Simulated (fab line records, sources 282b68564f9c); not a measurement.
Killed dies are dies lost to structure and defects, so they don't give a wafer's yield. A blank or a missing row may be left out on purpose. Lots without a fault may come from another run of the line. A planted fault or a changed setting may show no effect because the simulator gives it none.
Split-lot experiment | flow rit_cmos | 5 lots, 23 wafers read, on a route of 202 steps

THE SPLIT
At RIT_GATE_OXIDATION_05 (target thk 3 nm, ox time 270 s), the setting ox_time_s was moved away from the recipe's 270 s on 20 of the 23 wafers read, by -8.0% to +13.6%. The other wafers ran this setting at the recipe's value.

The reading is taken at the split's own step.

THE READING
SiO2_of_GATE_OXIDATION_05.thk_nm (the simulator's own value, which no gauge read), in nm, at RIT_GATE_OXIDATION_05 (target thk 3 nm, ox time 270 s). The file gives no usual value for it. The 3 wafers here that ran the recipe average 2.969 nm, standard deviation 0.023 nm.

wafer  | tool, chamber at the split | ox_time_s as run, s | against the recipe | SiO2_of_GATE_OXIDATION_05.thk_nm, nm | against lot-mates on the recipe
L074.1 | -, -                       | 291.1               | +7.8%              | 3.231                                | no lot-mate on the recipe
L074.2 | -, -                       | 291.1               | +7.8%              | 3.255                                | no lot-mate on the recipe
L074.4 | -, -                       | 291.1               | +7.8%              | 3.226                                | no lot-mate on the recipe
L074.5 | -, -                       | 291.1               | +7.8%              | 3.186                                | no lot-mate on the recipe
L074.6 | -, -                       | 291.1               | +7.8%              | 3.203                                | no lot-mate on the recipe
L075.1 | -, -                       | 306.7               | +13.6%             | 3.334                                | no lot-mate on the recipe
L075.2 | -, -                       | 306.7               | +13.6%             | 3.314                                | no lot-mate on the recipe
L075.4 | -, -                       | 306.7               | +13.6%             | 3.37                                 | no lot-mate on the recipe
L075.5 | -, -                       | 306.7               | +13.6%             | 3.307                                | no lot-mate on the recipe
L075.6 | -, -                       | 306.7               | +13.6%             | 3.339                                | no lot-mate on the recipe
L081.1 | -, -                       | 248.5               | -8.0%              | 2.856                                | no lot-mate on the recipe
L081.2 | -, -                       | 248.5               | -8.0%              | 2.893                                | no lot-mate on the recipe
L081.3 | -, -                       | 248.5               | -8.0%              | 2.843                                | no lot-mate on the recipe
L081.6 | -, -                       | 248.5               | -8.0%              | 2.843                                | no lot-mate on the recipe
L081.5 | -, -                       | 248.5               | -8.0%              | 2.842                                | no lot-mate on the recipe
L082.1 | -, -                       | 281.5               | +4.3%              | 3.009                                | no lot-mate on the recipe
L082.2 | -, -                       | 281.5               | +4.3%              | 3.088                                | no lot-mate on the recipe
L082.3 | -, -                       | 281.5               | +4.3%              | 3.06                                 | no lot-mate on the recipe
L082.4 | -, -                       | 281.5               | +4.3%              | 3.028                                | no lot-mate on the recipe
L082.5 | -, -                       | 281.5               | +4.3%              | 3.079                                | no lot-mate on the recipe
L085.1 | furnace-02, 0              | 270                 | recipe             | 2.962                                | -
L085.2 | furnace-02, 0              | 270                 | recipe             | 2.945                                | -
L085.4 | furnace-02, 0              | 270                 | recipe             | 3.001                                | -

THE FIT
A straight line over all 23 wafers: SiO2_of_GATE_OXIDATION_05.thk_nm changes by +0.0228 nm for each +1% of ox_time_s; r = +0.97; the points scatter about the line by 0.045 nm.
Too few moved wafers have a lot-mate on the recipe to fit a line with each lot's own level taken away.

THE FILE'S OWN FIT
SiO2_of_GATE_OXIDATION_05.thk_nm changes by +0.0228 nm for each +1% of ox_time_s, r = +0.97.
